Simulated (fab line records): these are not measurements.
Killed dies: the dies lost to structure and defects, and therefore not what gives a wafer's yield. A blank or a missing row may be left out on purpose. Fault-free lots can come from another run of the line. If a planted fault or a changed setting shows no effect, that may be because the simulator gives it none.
fab line records	flow berkeley_cmos170
record lots=5	wafers=15	last_day=11
route steps=331 shown M1@242 V1@254
lots untouched by any fault: they come from a run of this same line in which no faults occurred
start_h: the number of hours between the record's first day and the start of the first shown wafer of the lot	wait_h: how many hours have passed since the lot's step before this one	" identical to the entry in the row above	L1.1+2: one row covering several wafers at once	- no value, or no start given	* or withheld: withheld	< > ~ a bound
route shown NAME@n: NAME is a module with steps in the file, n the number in the route of the first one	usual: mean/standard deviation of fault-free wafers	same: alike in all rows	chamber/n: place in a boat	sites: the reading at each site	_std_site: standard deviation of those values	_edge_site: inner sites' mean taken away from outer sites' mean	radius_mm: how far each site lies from the wafer's centre	mask NAME#n: copy n	behind: the most recent tool/chamber to have shaped the wafer	hold: cause of the lot's hold/its duration in hours/its outcome	device: which transistor (n, p or np) failed to switch	end of line: the route-end tests of the same wafers	step lacking rows: just its recipe	killed: count of dies lost to structure and defects at first sort (not the wafer's yield)	map: dies across one wafer; x = killed, . = not, _ = none there
set.NAME: the setting as run; set.NAME@STEP: as run at that earlier step	model.NAME: the simulator's own value behind a step, which no gauge read
lots at some steps of the route; a table a step, a row a wafer
services: from which hour (start_h, from the record's first day; less than 0 if before it) a tool's chamber was out of use, for how many hours, and why
## steps
# step UCB170_M1_COAT_04
# recipe resist=KrF	spin_rpm=1474	resist_thk_nm=900
# usual dispense_pressure_kPa=52.2/3	resist_line_temp_C=22.98/0.093
lot.wafer	tool	chamber	start_h	wait_h	dispense_pressure_kPa	resist_line_temp_C
L076.3	litho_track-02	0	-	-	51.4	22.98
L076.4	"	0	"	"	51.4	22.98
L076.5	"	0	"	"	51.4	23.12
L074.4	litho_track-03	0	-	-	49.7	23.00
L074.5	"	0	"	"	49.7	22.95
L074.6	"	0	"	"	49.7	22.91
L083.3	litho_track-03	0	-	-	49.7	23.09
L083.4	"	0	"	"	49.7	23.13
L083.5	"	0	"	"	49.7	23.01
L088.1	litho_track-03	0	-	-	49.7	23.05
L088.4	"	0	"	"	49.7	23.02
L088.5	"	0	"	"	49.7	23.15
L097.1	litho_track-02	0	-	-	51.3	22.91
L097.4	"	0	"	"	51.3	23.00
L097.5	"	0	"	"	51.4	23.02
# step UCB170_M1_SOFTBAKE_05
# recipe resist=KrF	temp_c=130	time_s=60
# usual resist_line_temp_C=23.02/0.097
lot.wafer	tool	chamber	start_h	wait_h	resist_line_temp_C
L076.3	litho_track-02	0	-	-	23.17
L076.4	"	0	"	"	23.20
L076.5	"	0	"	"	23.25
L074.4	litho_track-03	0	-	-	23.07
L074.5	"	0	"	"	23.00
L074.6	"	0	"	"	22.92
L083.3	litho_track-03	0	-	-	23.05
L083.4	"	0	"	"	23.06
L083.5	"	0	"	"	22.88
L088.1	litho_track-03	0	-	-	22.98
L088.4	"	0	"	"	22.93
L088.5	"	0	"	"	23.01
L097.1	litho_track-02	0	-	-	23.01
L097.4	"	0	"	"	22.93
L097.5	"	0	"	"	22.92
# step UCB170_M1_EXPOSE_06
# recipe mask_id=METAL1	target_cd_nm=700	na=0.5	sigma_outer=0.6	source_shape=conventional	dose_mj=21
lot.wafer	tool	chamber	start_h	wait_h	mask
L074.4+5+6	krf_scanner-01	0	162.00	-	METAL1#0
L076.3+4+5	krf_scanner-02	0	162.22	-	METAL1#0
L083.3+4+5	krf_scanner-02	0	207.22	-	METAL1#0
L088.1+4+5	krf_scanner-01	0	223.38	-	METAL1#0
L097.1+4+5	krf_scanner-01	0	243.79	-	METAL1#0
# step UCB170_M1_PEB_07
# recipe peb_temp_c=130	peb_time_s=withheld	resist=KrF
# usual resist_line_temp_C=23.02/0.1
lot.wafer	tool	chamber	start_h	wait_h	resist_line_temp_C
L074.4	litho_track-04	0	162.83	0.8	22.96
L074.5	"	0	"	"	23.00
L074.6	"	0	"	"	22.88
L076.3	litho_track-03	0	162.99	0.8	22.82
L076.4	"	0	"	"	22.97
L076.5	"	0	"	"	22.80
L083.3	litho_track-02	0	207.58	0.3	22.98
L083.4	"	0	"	"	22.95
L083.5	"	0	"	"	23.12
L088.1	litho_track-03	0	223.50	0.1	23.14
L088.4	"	0	"	"	22.94
L088.5	"	0	"	"	22.84
L097.1	litho_track-04	0	244.19	0.4	22.95
L097.4	"	0	"	"	22.96
L097.5	"	0	"	"	23.14
# step UCB170_M1_DEVELOP_08
# recipe developer=TMAH	develop_time_s=45	resist=KrF	dev_temp_c=21
# usual resist_line_temp_C=23.01/0.12
lot.wafer	tool	chamber	start_h	wait_h	resist_line_temp_C
L074.4	litho_track-04	0	-	-	23.05
L074.5	"	0	"	"	23.07
L074.6	"	0	"	"	22.98
L076.3	litho_track-03	0	-	-	23.01
L076.4	"	0	"	"	22.94
L076.5	"	0	"	"	23.09
L083.3	litho_track-02	0	-	-	22.92
L083.4	"	0	"	"	23.04
L083.5	"	0	"	"	22.91
L088.1	litho_track-03	0	-	-	23.11
L088.4	"	0	"	"	23.06
L088.5	"	0	"	"	23.14
L097.1	litho_track-04	0	-	-	23.10
L097.4	"	0	"	"	23.04
L097.5	"	0	"	"	23.11
# step UCB170_M1_CD_MEAS_09
# recipe target_cd_nm=700
# usual cd_nm=700.5/1.6
lot.wafer	tool	chamber	start_h	wait_h	cd_nm
L074.4	cd_sem-01	-	163.09	-	698.9
L074.5	"	-	"	"	699.4
L074.6	"	-	"	"	699.6
L076.3	cd_sem-02	-	163.31	-	701.0
L076.4	"	-	"	"	702.2
L076.5	"	-	"	"	700.8
L083.3	cd_sem-01	-	207.84	-	700.8
L083.4	"	-	"	"	702.4
L083.5	"	-	"	"	701.2
L088.1	cd_sem-02	-	223.77	-	700.1
L088.4	"	-	"	"	700.9
L088.5	"	-	"	"	702.4
L097.1	cd_sem-02	-	244.46	-	698.9
L097.4	"	-	"	"	698.5
L097.5	"	-	"	"	700.6
# step UCB170_M1_OVL_MEAS_10
# usual M1_OVL=3/5
lot.wafer	tool	chamber	start_h	wait_h	M1_OVL[nm]
L074.4	overlay-01	-	163.17	0.1	-5
L074.5	"	-	"	"	-4
L074.6	"	-	"	"	-7
L076.3	overlay-01	-	163.40	0.1	-5
L076.4	"	-	"	"	4
L076.5	"	-	"	"	3
L083.3	overlay-01	-	207.93	0.1	5
L083.4	"	-	"	"	-6
L083.5	"	-	"	"	2
L088.1	overlay-02	-	223.89	0.1	9
L088.4	"	-	"	"	4
L088.5	"	-	"	"	11
L097.1	overlay-01	-	244.58	0.1	1
L097.4	"	-	"	"	7
L097.5	"	-	"	"	0
# step UCB170_M1_ETCH_11
# recipe chemistry=N2/H2	target_depth_a=withheld	overetch_a=withheld	target=BARC	time_s=withheld	source_w=500	bias_w=100	pressure_mtorr=30	n2_flow_sccm=100	h2_flow_sccm=200
# usual drypump_motor_current_A=5.58/0.27	n2_flow_sccm=100.01/0.3	oes_product_au=1.003/0.018	throttle_valve_pct=13.22/0.21
lot.wafer	tool	chamber	start_h	wait_h	drypump_motor_current_A	n2_flow_sccm	oes_product_au	throttle_valve_pct
L074.4	rie_diel-02	3	163.21	0.0	5.41	99.74	1.037	13.14
L074.5	"	0	"	"	5.74	99.94	0.988	13.08
L074.6	"	2	"	"	6.19	99.78	1.012	12.98
L076.3	rie_diel-03	2	163.42	0.0	5.20	100.07	1.003	13.21
L076.4	"	3	"	"	5.59	100.15	0.995	12.99
L076.5	"	2	"	"	5.18	100.00	1.006	13.21
L083.3	rie_diel-04	2	207.96	0.0	5.81	100.01	1.001	13.67
L083.4	"	1	"	"	5.32	99.86	0.995	13.27
L083.5	"	3	"	"	5.20	99.98	1.013	13.43
L088.1	rie_diel-03	2	223.93	0.0	5.20	100.23	0.991	13.21
L088.4	"	0	"	"	5.43	99.45	0.975	13.05
L088.5	"	0	"	"	5.46	100.06	0.974	13.05
L097.1	rie_diel-02	1	244.62	0.0	5.63	100.05	0.997	13.20
L097.4	"	3	"	"	5.43	99.35	1.030	13.13
L097.5	"	1	"	"	5.68	100.33	0.995	13.19
# step UCB170_M1_METAL_ETCH_12
# recipe chemistry=Cl2/BCl3	target=Al	stop_on=PSG	pressure_mtorr=12	target_depth_a=7800	over_etch_frac=0.3	time_s=130	icp_w=600	bias_w=120	Cl2_flow_sccm=90	bcl3_flow_sccm=45
# usual drypump_motor_current_A=5.8/0.51	he_backside_leak_sccm=3.34/0.26	oes_product_au=0.853/0.012	throttle_valve_pct=24.34/0.11
lot.wafer	tool	chamber	start_h	wait_h	drypump_motor_current_A	he_backside_leak_sccm	oes_product_au	rf_hours_counter_h	throttle_valve_pct
L074.4	rie_metal-01	1	163.27	-	6.0	3.22	0.850	-	24.22
L074.5	"	1	"	"	6.0	3.19	0.838	-	24.21
L074.6	"	0	"	"	5.9	3.05	0.837	-	24.53
L076.3	rie_metal-04	1	163.51	-	5.7	3.36	0.866	-	24.24
L076.4	"	0	"	"	6.5	3.12	0.858	-	24.26
L076.5	"	1	"	"	5.8	3.42	0.866	-	24.23
L083.3	rie_metal-02	0	208.04	-	5.5	3.17	0.848	-	24.47
L083.4	"	1	"	"	4.9	3.08	0.854	-	24.44
L083.5	"	0	"	"	5.5	3.02	0.848	-	24.47
L088.1	rie_metal-01	0	223.97	-	5.9	3.21	0.828	4	24.51
L088.4	"	0	"	"	5.8	3.24	0.830	-	24.55
L088.5	"	0	"	"	5.9	3.19	0.844	-	24.53
L097.1	rie_metal-04	0	244.66	-	6.5	3.48	0.845	3	24.29
L097.4	"	0	"	"	6.4	3.49	0.850	-	24.27
L097.5	"	1	"	"	5.8	3.54	0.848	-	24.23
# step UCB170_M1_STRIP_13
# recipe chemistry=O2	power_w=400	pressure_mtorr=3500	platen_temp_c=withheld	o2_flow_sccm=400	overash_fraction=0.5
# usual drypump_motor_current_A=5.9/0.59	oes_product_au=0.720/0.0044
lot.wafer	tool	chamber	start_h	wait_h	drypump_motor_current_A	oes_product_au	rf_hours_counter_h
L074.4	plasma_asher-02	1	163.39	0.1	5.2	0.719	-
L074.5	"	0	"	"	6.8	0.718	-
L074.6	"	1	"	"	5.2	0.721	-
L076.3	plasma_asher-04	1	163.63	0.1	5.3	0.726	-
L076.4	"	0	"	"	6.5	0.725	-
L076.5	"	0	"	"	6.5	0.717	-
L083.3	plasma_asher-02	1	208.17	0.1	5.2	0.723	-
L083.4	"	0	"	"	6.8	0.716	-
L083.5	"	1	"	"	5.2	0.722	-
L088.1	plasma_asher-03	0	224.10	0.1	5.9	0.718	54
L088.4	"	1	"	"	5.9	0.717	-
L088.5	"	1	"	"	5.8	0.716	-
L097.1	plasma_asher-02	1	244.79	0.1	5.2	0.710	15
L097.4	"	0	"	"	6.8	0.723	-
L097.5	"	1	"	"	5.2	0.722	-
# step UCB170_M1_CD_MEAS_90
# recipe target_cd_nm=700
# usual cd_nm=700.9/2.1
lot.wafer	tool	chamber	start_h	wait_h	cd_nm
L074.4	cd_sem-02	-	163.52	0.1	698.3
L074.5	"	-	"	"	699.0
L074.6	"	-	"	"	701.0
L076.3	cd_sem-02	-	163.74	0.1	701.9
L076.4	"	-	"	"	703.7
L076.5	"	-	"	"	700.1
L083.3	cd_sem-01	-	208.27	0.1	698.4
L083.4	"	-	"	"	702.9
L083.5	"	-	"	"	700.2
L088.1	cd_sem-01	-	224.30	0.2	698.6
L088.4	"	-	"	"	701.1
L088.5	"	-	"	"	701.1
L097.1	cd_sem-02	-	244.89	0.1	702.6
L097.4	"	-	"	"	701.9
L097.5	"	-	"	"	701.7
# step UCB170_M1_ANNEAL_14
# recipe temp_c=400	time_s=1200	ambient=forming_gas
# usual zone_power_source_pct=5.82/0.26
lot.wafer	tool	chamber	start_h	wait_h	zone_power_source_pct
L074.4	-	-	165.38	1.8	6.02
L074.5	"	-	"	"	5.94
L074.6	"	-	"	"	6.01
L076.3	-	-	165.38	1.6	6.06
L076.4	"	-	"	"	5.89
L076.5	"	-	"	"	6.00
L083.3	-	-	209.71	1.4	5.63
L083.4	"	-	"	"	5.75
L083.5	"	-	"	"	5.62
L088.1	-	-	226.23	1.9	5.96
L088.4	"	-	"	"	6.15
L088.5	"	-	"	"	6.00
L097.1	-	-	247.23	2.3	5.74
L097.4	"	-	"	"	5.78
L097.5	"	-	"	"	5.66
# step UCB170_V1_CVD_00
# recipe material=SiO2	target_thk_nm=2000	temp_c=390	precursor=TEOS/O2	time_s=250	rf_w=550	pressure_mtorr=9000
# usual heater_power_w=266/52
lot.wafer	tool	chamber	start_h	wait_h	heater_power_w	since_wet_clean_h
L076.3	pecvd-03	0	166.71	0.0	247	138
L076.4	"	2	"	"	227	-
L076.5	"	1	"	"	183	-
L074.4	pecvd-01	1	166.79	0.1	262	-
L074.5	"	2	"	"	217	-
L074.6	"	0	"	"	379	-
L083.3	pecvd-03	2	211.04	0.0	309	183
L083.4	"	1	"	"	188	-
L083.5	"	0	"	"	204	-
L088.1	pecvd-01	0	227.56	0.0	366	78
L088.4	"	1	"	"	360	-
L088.5	"	2	"	"	214	-
L097.1	pecvd-03	1	248.56	0.0	212	220
L097.4	"	0	"	"	201	-
L097.5	"	2	"	"	319	-
# step UCB170_V1_THK_MEAS_01
# recipe reads=SiO2_of_V1_CVD_00
# usual V1_TEOS_THK=2003/25
lot.wafer	tool	chamber	start_h	wait_h	V1_TEOS_THK[nm]
L076.3	film_metro-03	-	166.89	0.1	1990
L076.4	"	-	"	"	1995
L076.5	"	-	"	"	2014
L074.4	film_metro-04	-	166.90	0.0	2068
L074.5	"	-	"	"	2030
L074.6	"	-	"	"	2017
L083.3	film_metro-03	-	211.22	0.1	1976
L083.4	"	-	"	"	2013
L083.5	"	-	"	"	2015
L088.1	film_metro-03	-	227.72	0.1	1951
L088.4	"	-	"	"	2023
L088.5	"	-	"	"	2009
L097.1	film_metro-04	-	248.72	0.1	1984
L097.4	"	-	"	"	2027
L097.5	"	-	"	"	1992
# step UCB170_V1_CMP_02
# recipe material=SiO2	down_force_psi=6	platen_rpm=60	pad_velocity_m_s=0.75398
# usual edge_zone_pressure_frac=1.000/0.0052	motor_current_A=16.3/1.3
lot.wafer	tool	chamber	start_h	wait_h	edge_zone_pressure_frac	motor_current_A
L076.4	cmp-01	1	166.93	0.0	1.005	15.5
L076.3	"	0	"	"	1.010	14.2
L076.5	"	2	"	"	1.000	17.2
L074.4	cmp-02	3	167.03	0.1	0.997	16.4
L074.6	"	1	"	"	0.991	14.4
L074.5	"	2	"	"	0.998	17.7
L083.4	cmp-01	0	211.31	0.1	0.992	14.6
L083.3	"	2	"	"	0.991	16.2
L083.5	"	0	"	"	0.994	14.9
L088.1	cmp-02	1	227.78	0.1	1.005	14.5
L088.4	"	2	"	"	1.001	17.3
L088.5	"	2	"	"	0.995	17.3
L097.4	cmp-02	0	249.08	0.3	0.993	17.9
L097.1	"	2	"	"	1.004	17.1
L097.5	"	1	"	"	0.984	14.5
# step UCB170_V1_BOW_MEAS_03
# recipe mode=bow
# usual V1_BOW=17/6.2
lot.wafer	tool	chamber	start_h	wait_h	V1_BOW[um]
L076.3	film_metro-04	-	167.27	0.1	6
L076.4	"	-	"	"	12
L076.5	"	-	"	"	11
L074.4	film_metro-01	-	167.29	0.2	15
L074.5	"	-	"	"	8
L074.6	"	-	"	"	26
L083.3	film_metro-01	-	211.60	0.1	20
L083.4	"	-	"	"	14
L083.5	"	-	"	"	16
L088.1	film_metro-04	-	228.26	0.4	24
L088.4	"	-	"	"	35
L088.5	"	-	"	"	29
L097.1	film_metro-04	-	249.38	0.1	16
L097.4	"	-	"	"	9
L097.5	"	-	"	"	9
# step UCB170_V1_THK_MEAS_04
# recipe reads=SiO2_of_V1_CVD_00
# usual V1_POLISHED_THK=999.5/1.4
lot.wafer	tool	chamber	start_h	wait_h	V1_POLISHED_THK[nm]
L076.3	film_metro-04	-	167.37	0.1	1000.3
L076.4	"	-	"	"	998.9
L076.5	"	-	"	"	1001.4
L074.4	film_metro-01	-	167.38	0.1	999.8
L074.5	"	-	"	"	998.9
L074.6	"	-	"	"	1001.3
L083.3	film_metro-01	-	211.70	0.1	1002.8
L083.4	"	-	"	"	1001.3
L083.5	"	-	"	"	1000.7
L088.1	film_metro-04	-	228.38	0.1	1000.3
L088.4	"	-	"	"	999.4
L088.5	"	-	"	"	998.6
L097.1	film_metro-04	-	249.50	0.1	998.2
L097.4	"	-	"	"	998.5
L097.5	"	-	"	"	1001.6
# step UCB170_V1_CLEAN_05
# recipe chemistry=DIW
lot.wafer	tool	chamber	start_h	wait_h
L074.4+5+6	wet_bench-01	0	167.51	0.1
L076.3+4+5	wet_bench-01	3	167.51	0.1
L083.3+4+5	wet_bench-03	1	211.74	0.0
L088.1+4+5	wet_bench-03	0	230.07	1.7
L097.1+4+5	wet_bench-02	0	249.69	0.2
# step UCB170_V1_HMDS_06
# recipe prime_time_s=60	prime_temp_c=100
# usual resist_line_temp_C=23.04/0.12
lot.wafer	tool	chamber	start_h	wait_h	resist_line_temp_C
L076.3	litho_track-03	0	167.94	0.1	23.08
L076.4	"	0	"	"	23.05
L076.5	"	0	"	"	22.95
L074.4	litho_track-04	0	167.97	0.1	23.10
L074.5	"	0	"	"	23.16
L074.6	"	0	"	"	23.06
L083.3	litho_track-04	0	212.56	0.6	23.09
L083.4	"	0	"	"	23.09
L083.5	"	0	"	"	23.09
L088.1	litho_track-03	0	230.24	0.0	22.98
L088.4	"	0	"	"	23.05
L088.5	"	0	"	"	22.93
L097.1	litho_track-01	0	250.11	0.2	23.00
L097.4	"	0	"	"	22.96
L097.5	"	0	"	"	23.05
# step UCB170_V1_COAT_07
# recipe resist=KrF	spin_rpm=1500	resist_thk_nm=900
# usual dispense_pressure_kPa=51/4	resist_line_temp_C=23.00/0.093
lot.wafer	tool	chamber	start_h	wait_h	dispense_pressure_kPa	resist_line_temp_C
L076.3	litho_track-03	0	168.09	0.1	50	22.99
L076.4	"	0	"	"	50	23.01
L076.5	"	0	"	"	50	22.94
L074.4	litho_track-04	0	168.12	0.1	57	22.89
L074.5	"	0	"	"	57	22.91
L074.6	"	0	"	"	57	23.18
L083.3	litho_track-04	0	212.71	0.1	57	23.14
L083.4	"	0	"	"	57	23.00
L083.5	"	0	"	"	57	23.07
L088.1	litho_track-03	0	230.39	0.1	50	23.08
L088.4	"	0	"	"	50	23.08
L088.5	"	0	"	"	50	23.13
L097.1	litho_track-01	0	250.26	0.1	48	22.90
L097.4	"	0	"	"	48	23.01
L097.5	"	0	"	"	48	23.02
# step UCB170_V1_SOFTBAKE_08
# recipe resist=KrF	temp_c=130	time_s=60
# usual resist_line_temp_C=22.97/0.12
lot.wafer	tool	chamber	start_h	wait_h	resist_line_temp_C
L076.3	litho_track-03	0	168.24	0.1	22.97
L076.4	"	0	"	"	22.88
L076.5	"	0	"	"	22.98
L074.4	litho_track-04	0	168.27	0.1	23.14
L074.5	"	0	"	"	23.10
L074.6	"	0	"	"	23.26
L083.3	litho_track-04	0	212.86	0.1	22.98
L083.4	"	0	"	"	22.99
L083.5	"	0	"	"	22.98
L088.1	litho_track-03	0	230.54	0.1	22.85
L088.4	"	0	"	"	22.93
L088.5	"	0	"	"	22.96
L097.1	litho_track-01	0	250.41	0.1	22.91
L097.4	"	0	"	"	22.85
L097.5	"	0	"	"	22.79
# step UCB170_V1_EXPOSE_09
# recipe mask_id=VIA1	target_cd_nm=700	na=0.5	sigma_outer=0.6	source_shape=conventional	dose_mj=37
lot.wafer	tool	chamber	start_h	wait_h	mask
L076.3+4+5	krf_scanner-02	0	168.38	0.1	VIA1#0
L074.4+5+6	krf_scanner-01	0	168.64	0.3	VIA1#0
L083.3+4+5	krf_scanner-02	0	213.00	0.1	VIA1#0
L088.1+4+5	krf_scanner-02	0	231.11	0.5	VIA1#0
L097.1+4+5	krf_scanner-01	0	250.68	0.2	VIA1#0
# step UCB170_V1_PEB_10
# recipe peb_temp_c=130	peb_time_s=withheld	resist=KrF
# usual resist_line_temp_C=23.01/0.11
lot.wafer	tool	chamber	start_h	wait_h	resist_line_temp_C
L076.3	litho_track-03	0	168.51	0.1	23.01
L076.4	"	0	"	"	23.15
L076.5	"	0	"	"	22.83
L074.4	litho_track-03	0	168.81	0.1	23.07
L074.5	"	0	"	"	23.13
L074.6	"	0	"	"	23.13
L083.3	litho_track-01	0	213.83	0.8	22.94
L083.4	"	0	"	"	23.01
L083.5	"	0	"	"	23.06
L088.1	litho_track-04	0	231.54	0.4	23.03
L088.4	"	0	"	"	23.01
L088.5	"	0	"	"	23.09
L097.1	litho_track-04	0	250.86	0.2	23.04
L097.4	"	0	"	"	22.94
L097.5	"	0	"	"	23.12
## services
tool	chamber	start_h	hours	kind
cmp-02	-	143.95	0.3	repair
cmp-02	-	144.41	2.1	repair
furnace-01	-	153.32	4.0	pm
pecvd-03	-	158.76	1.3	repair
cmp-01	-	165.71	1.1	repair
pecvd-01	1	175.70	11.1	repair
plasma_asher-02	-	177.81	9.5	repair
krf_scanner-01	-	184.25	21.0	pm
furnace-03	-	185.81	20.4	pm
rie_metal-01	0	196.42	20.0	repair
krf_scanner-01	-	205.25	3.6	pm
cmp-01	-	206.32	1.5	repair
krf_scanner-01	-	208.17	2.9	repair
rie_metal-01	-	208.52	0.2	repair
furnace-03	-	212.54	5.1	pm
cmp-01	-	215.03	1.7	repair
cmp-01	-	216.70	5.3	pm
rie_diel-02	-	223.14	2.8	pm
furnace-03	-	225.36	6.3	pm
rie_diel-02	1	231.47	8.3	repair
cmp-02	-	232.02	4.0	pm
rie_diel-02	2	242.80	16.1	repair
krf_scanner-02	-	245.21	1.0	pm
krf_scanner-01	-	245.36	0.8	repair
## key
fault none
